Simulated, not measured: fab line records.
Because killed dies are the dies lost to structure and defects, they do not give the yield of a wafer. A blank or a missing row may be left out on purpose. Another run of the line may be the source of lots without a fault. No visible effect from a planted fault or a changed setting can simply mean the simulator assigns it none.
A lot that was struck, set against a sound lot    flow berkeleyCmos170    19 out of 331 route steps
Sound: the wafers L292.1, L292.2, L292.5. Wafers struck: L297.3, L297.5, L297.6. At the end, the cause is stated.
Each step with rows lists, per side, the tool, then ch with its chambers, then its first start. Under that, the readings that differ: sound wafers    struck wafers    difference of the means    sigmas: that difference in standard deviations of wafers without a fault.
alike: words and numbers the same on both sides, and readings whose means are apart by under 2 such deviations; not compared: readings that were withheld, readings missing a value for some wafer, numbers with overlapping values and no deviation given by the record, and bounds like >300 which may hide the same value.
A row with sigmas, a row that says differs or no value, or rows on one side alone: a step with any of these is where the two part. Non-overlapping numbers with no deviation appear without sigmas and do not part them. A reading missing from all wafers of one side parts the sides only when that side holds two or more wafers.

UCB170_M1_STRIP_13: strips in O2.
  sound on plasmaAsher-03 ch 0,1, day 10 03:38; struck on plasmaAsher-03 ch 0,1, day 11 05:07
  alike: drypumpMotorCurrentA, oesProductAu
  not compared: rfHoursCounterH
UCB170_M1_CD_MEAS_90: the cd target is 700 nm.
  sound on cdSem-02, day 10 03:44; struck on cdSem-01, day 11 05:14
  alike: cdNm
then, 1 step without rows for these wafers: UCB170_M1_ANNEAL_14 (time 1200 s).
UCB170_V1_CVD_00: deposits SiO2 from TEOS/O2, target thk 2000 nm, time 250 s.
  sound on pecvd-02 ch 1,2, day 10 05:11; struck on pecvd-02 ch 0,1,2, day 11 07:52
  alike: heaterPowerW
  not compared: sinceWetCleanH
UCB170_V1_THK_MEAS_01:
  sound on filmMetro-01, day 10 05:21; struck on filmMetro-01, day 11 08:02
  alike: V1_TEOS_THK
UCB170_V1_CMP_02: polishes SiO2.
  sound on cmp-02 ch 1,2, day 10 05:28; struck on cmp-02 ch 0,1,2, day 11 08:14
  alike: motorCurrentA, slurryFilterDpKPa
UCB170_V1_BOW_MEAS_03:
  sound on filmMetro-03, day 10 05:43; struck on filmMetro-01, day 11 08:25
  alike: V1_BOW
UCB170_V1_THK_MEAS_04:
  sound on filmMetro-03, day 10 05:50; struck on filmMetro-01, day 11 08:31
reading               sound              struck                difference  sigmas
V1_POLISHED_THK (nm)  999.5 999.6 999.0  1001.4 1002.6 1001.4  +2.4        +2
then, 4 steps without rows for these wafers: UCB170_V1_CLEAN_05 (cleans in DIW); UCB170_V1_HMDS_06 (prime time 60 s); UCB170_V1_COAT_07 (resist thk 900 nm); UCB170_V1_SOFTBAKE_08 (time 60 s).
UCB170_V1_EXPOSE_09: exposes mask VIA1, target cd 700 nm.
  sound on krfScanner-02 ch 0, day 10 08:29; struck on krfScanner-02 ch 0, day 11 09:41
reading                   sound                 struck             difference  sigmas
model.V1.overlayXNm (nm)  -5.325 -5.325 -5.325  165.6 165.6 165.6  +170.9      
  alike: mask, exposureDoseMJCm2, stageVelMmS
then, 2 steps without rows for these wafers: UCB170_V1_PEB_10; UCB170_V1_DEVELOP_11 (develop time 45 s).
UCB170_V1_CD_MEAS_12: the cd target is 700 nm.
  sound on cdSem-01, day 10 09:46; struck on cdSem-02, day 11 10:24
  alike: cdNm
UCB170_V1_OVL_MEAS_13:
  sound on overlay-01, day 10 09:53; struck on overlay-02, day 11 10:29
reading      sound       struck       difference  sigmas
V1_OVL (nm)  -14 -9 -17  161 163 161  +175        +34
UCB170_V1_ETCH_14: etches SiO2 in CHF3/CF4/Ar, stops on Al, target depth 1250 nm, time 291 s.
  sound on rieDiel-01 ch 0,2, day 10 09:55; struck on rieDiel-02 ch 0,2,3, day 11 10:31
  alike: cf4FlowSccm, drypumpMotorCurrentA, mfcArSccm, oesProductAu, throttleValvePct
  not compared: rfHoursCounterH
after that, 1 step had no rows for these wafers: UCB170_M3_PROBE_99.

== WHERE THEY PART ==
Earliest at UCB170_V1_THK_MEAS_04; latest, in this record, at UCB170_V1_OVL_MEAS_13. Later steps at which nothing parts them and some readings are alike: UCB170_V1_ETCH_14.

WHY: the cause the simulator had injected
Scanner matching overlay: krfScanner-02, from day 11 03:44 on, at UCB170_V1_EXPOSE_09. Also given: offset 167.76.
